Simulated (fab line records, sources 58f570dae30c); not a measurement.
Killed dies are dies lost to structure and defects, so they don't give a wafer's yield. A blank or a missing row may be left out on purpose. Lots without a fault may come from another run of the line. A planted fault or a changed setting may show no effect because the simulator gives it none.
One fault seen from 2 desks | flow berkeley_cmos170 | each desk has only its own numbers; what lay behind them comes last

THE TOOL OWNER'S DESK: furnace-01
The tool's own readings at UCB170_SPACER_ANNEAL_02 (time 1800 s): means of the sampled wafers that have a number, for each lot that ran on this tool. A lot is out of limits, marked OUT, if its mean lies more than 4 standard deviations from the usual mean; the brackets give that distance.
Columns: A = spike_tc_centre_C at UCB170_SPACER_ANNEAL_02, usual 902.0 C; B = spike_tc_load_C at UCB170_SPACER_ANNEAL_02, usual 922 C; C = spike_tc_source_C at UCB170_SPACER_ANNEAL_02, usual 920 C; D = tube_center_temp_C at UCB170_SPACER_ANNEAL_02, usual 900.01 C; E = tube_center_temp_C_max at UCB170_SPACER_ANNEAL_02, usual 902.3; F = zone_power_load_pct at UCB170_SPACER_ANNEAL_02, usual 25.6 %
lot  | first seen here | A                | B              | C              | D                        | E               | F
L293 | day 7 19:32     | 901.7            | 915            | 916            | 899.98                   | 902.3           | 29.5
L294 | day 8 10:13     | 900.8            | 916            | 915            | 900.02                   | 902.5           | 29.3
L296 | day 8 10:13     | 902.6            | 916            | 916            | 899.99                   | 902.0           | 29.2
L299 | day 8 10:13     | 900.7            | 915            | 915            | 900.02                   | 902.3           | 29.1
L298 | day 9 01:09     | 886.8 (-9.5) OUT | 899 (-4.5) OUT | 900 (-5.6) OUT | 885.08 (-99 or more) OUT | 887.4 (-45) OUT | 28.0
L300 | day 9 01:09     | 887.3 (-9.2) OUT | 900 (-4.5) OUT | 902 (-5.0) OUT | 884.98 (-99 or more) OUT | 887.4 (-45) OUT | 27.9
This desk's finding: out of limits on L298, L300; first on L298, day 9 01:09 (spike_tc_centre_C at UCB170_SPACER_ANNEAL_02). In limits: L293, L294, L296, L299.

THE METROLOGY DESK
What the gauges read, lot by lot, whatever tool the lot ran on: means of the sampled wafers that have a number. A lot is out of limits, marked OUT, if its mean lies more than 4 standard deviations from the usual mean; the brackets give that distance.
Columns: A = NWELL_OVL at UCB170_NWELL_OVL_MEAS_12, usual -4 nm; B = PLDD_OVL at UCB170_PLDD_OVL_MEAS_07, usual 0 nm; C = PLDD_RS at UCB170_SDANNEAL_RS_MEAS_04, usual 1031.0 ohm/sq
lot  | first seen here | A   | B  | C
L291 | day 3 00:00     | -14 | 0  | 1028.9
L292 | day 3 00:16     | -8  | -4 | 1029.4
L293 | day 3 07:37     | -8  | 4  | 1028.8
L294 | day 3 15:09     | -1  | -9 | 1029.8
L295 | day 3 15:26     | -8  | -7 | 1031.3
L296 | day 3 23:52     | -1  | 10 | 1029.5
L299 | day 4 11:43     | -9  | -4 | 1030.6
L298 | day 4 12:28     | 1   | -5 | 1087.2 (+22) OUT
L300 | day 4 16:44     | 5   | 4  | 1094.0 (+24) OUT
L303 | day 5 14:18     | -8  | -2 | 1036.2
L307 | day 6 02:17     | -3  | -5 | 1030.6
L309 | day 6 13:29     | -4  | -1 | 1032.1
L310 | day 6 22:15     | 3   | -4 | 1029.4
L311 | day 7 05:24     | -1  | 0  | 1033.3
This desk's finding: out of limits on L298, L300; first on L300, day 9 07:27 (PLDD_RS at UCB170_SDANNEAL_RS_MEAS_04). In limits: L291, L292, L293, L294, L295, L296, L299, L303, L307, L309, L310, L311.

PUT TOGETHER
The tool owner's desk could have raised an alarm at day 9 01:09, on L298, L300.
The metrology desk could have raised an alarm at day 9 07:27, on L298, L300.
Of the lots named, all ran UCB170_SPACER_ANNEAL_02 on furnace-01.

WHAT THE SIMULATOR HAD PUT IN
Process parameter drift: furnace-01, from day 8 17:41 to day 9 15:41, at UCB170_SPACER_ANNEAL_02. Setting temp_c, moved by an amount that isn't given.
Lots struck among those shown: L298, L300.
Hours from the fault's start to each desk's first reading out of limits: the tool owner's desk, 7; the metrology desk, 14.
